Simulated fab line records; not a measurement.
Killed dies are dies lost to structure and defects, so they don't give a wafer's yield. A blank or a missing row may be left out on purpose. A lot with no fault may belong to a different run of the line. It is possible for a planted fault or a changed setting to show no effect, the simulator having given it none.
2 desks, one fault + flow berkeley cmos170 + each desk has only its own numbers; what lay behind them comes last

## METROLOGY DESK
Means of the sampled wafers that have a number, per lot and without regard to the tool the lot ran on: this is what the gauges read. Any lot whose mean is over 4 standard deviations away from the usual mean is out of limits and marked OUT; that distance is given in the brackets.
Columns: A = START_OXIDE_THK at UCB170_START_THK_MEAS_03, usual 19.8 nm
| lot  | first seen here | A    |
|------|-----------------|------|
| L590 | day 1 16:16     | 19.5 |
| L592 | day 1 22:07     | 19.3 |
| L593 | day 2 06:29     | 19.8 |
| L595 | day 2 16:53     | 19.3 |
| L596 | day 2 22:13     | 20.5 |
| L597 | day 3 03:14     | 19.9 |
| L598 | day 3 09:19     | 20.6 |
| L603 | day 4 04:47     | 19.5 |
| L605 | day 4 16:32     | 19.7 |
| L609 | day 5 12:05     | 20.0 |
| L608 | day 5 12:07     | 19.8 |
| L612 | day 6 06:43     | 19.1 |
| L613 | day 6 06:43     | 19.9 |
This desk's finding: nothing out of limits on any of the 13 lots.

## FOR THE TOOL OWNER'S DESK: plasma asher-01
The tool's own readings at UCB170_CONTACT_STRIP_06 (strips in O2): means of the sampled wafers that have a number, for each lot that ran on this tool. Any lot whose mean is over 4 standard deviations away from the usual mean is out of limits and marked OUT; that distance is given in the brackets.
Columns: A = chamber pressure mTorr at UCB170_CONTACT_STRIP_06, usual 3500 mTorr; B = drypump motor current A at UCB170_CONTACT_STRIP_06, usual 5.8 A; C = oes product au at UCB170_CONTACT_STRIP_06, usual 0.735 a.u.; D = strip time to endpoint s at UCB170_CONTACT_STRIP_06, usual 22.41 s
| lot  | first seen here | A    | B   | C     | D     |
|------|-----------------|------|-----|-------|-------|
| L597 | day 9 04:26     | 3499 | 5.5 | 0.735 | 22.43 |
| L598 | day 9 17:19     | 3499 | 5.5 | 0.737 | 22.51 |
| L603 | day 10 06:44    | 3501 | 5.5 | 0.739 | 22.47 |
This desk's finding: nothing out of limits on any of the 3 lots.

## BROUGHT TOGETHER
Nothing out of limits was seen by the metrology desk.
Nothing out of limits was seen by the tool owner's desk.

## WHAT THE SIMULATOR PUT IN
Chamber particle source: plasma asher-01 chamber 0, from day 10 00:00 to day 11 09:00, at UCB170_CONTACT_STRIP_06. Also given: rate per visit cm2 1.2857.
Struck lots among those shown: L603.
